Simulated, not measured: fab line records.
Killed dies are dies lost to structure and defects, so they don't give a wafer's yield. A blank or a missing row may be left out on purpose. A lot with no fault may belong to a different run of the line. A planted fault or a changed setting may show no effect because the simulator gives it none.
Which tool was responsible?	flow berkeley cmos170	7 lots, 21 wafers sampled, at 2 steps of a route of 331

## WHAT THE GAUGES READ, wafer by wafer
UCB170_PFIELD_TW_MEAS_09.
lot	measured	on	PFIELD_TW
L623	day 4 13:34	film metro-02	604.6 605.5 599.5
L626	day 5 16:21	film metro-01	604.9 610.5 607.6
L632	day 6 08:49	film metro-03	632.5 630.8 633.6
L636	day 7 10:56	film metro-02	608.3 605.4 606.0
L638	day 8 04:31	film metro-01	601.9 608.6 605.1
L641	day 8 06:26	film metro-03	601.1 602.4 604.1
L645	day 9 01:46	film metro-02	611.4 608.3 605.6

## WHAT TOOL EACH LOT RAN ON (gives the tool, then ch and the chambers of the sampled wafers, and finally the start)
lot	UCB170_PFIELD_IMPLANT_07
L623	implanter-02 ch 0, day 4 13:19
L626	implanter-01 ch 0, day 5 16:07
L632	implanter-01 ch 0, day 6 08:34
L636	implanter-02 ch 0, day 7 10:41
L638	implanter-04 ch 0, day 8 04:17
L641	implanter-02 ch 0, day 8 06:12
L645	implanter-04 ch 0, day 9 01:34
- UCB170_PFIELD_IMPLANT_07

## THE ANSWER, worked out from the rows above alone
Rule: the usual values come from the lots themselves. Put in order of their means at a reading, lots are off if they are a third of the lots or fewer, leave a main group of 4 or more, and stand apart from it by a gap of 3 or more times the standard deviation of the main group's means; of several such gaps the widest counts. A main group is skipped when, at the precision printed for the reading in the tables above, its means are all equal. Also off: a lot with no number at a reading for which 4 or more lots have one. All remaining lots with rows at the step are treated as sound.
Off: L632, seen at UCB170_PFIELD_TW_MEAS_09 (PFIELD_TW). Main group: mean 605.6, sd 2.2.
A tool fits if, at a process step before that reading, it ran every lot that is off, and no sound lot after the first of them. Those tools and the gauges at UCB170_PFIELD_TW_MEAS_09 are tried in the same way. One fits: UCB170_PFIELD_IMPLANT_07 on implanter-01. Its last sound lot is L626 (day 5 16:07), its first lot that is off L632 (day 6 08:34): a fault that began between those two fits.

## WHAT THE SIMULATOR HAD INSERTED
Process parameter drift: implanter-01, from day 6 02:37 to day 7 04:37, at UCB170_PFIELD_IMPLANT_07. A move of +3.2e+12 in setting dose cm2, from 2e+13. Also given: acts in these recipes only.
Shown lots that were struck: L632. Same finding as the rule above.
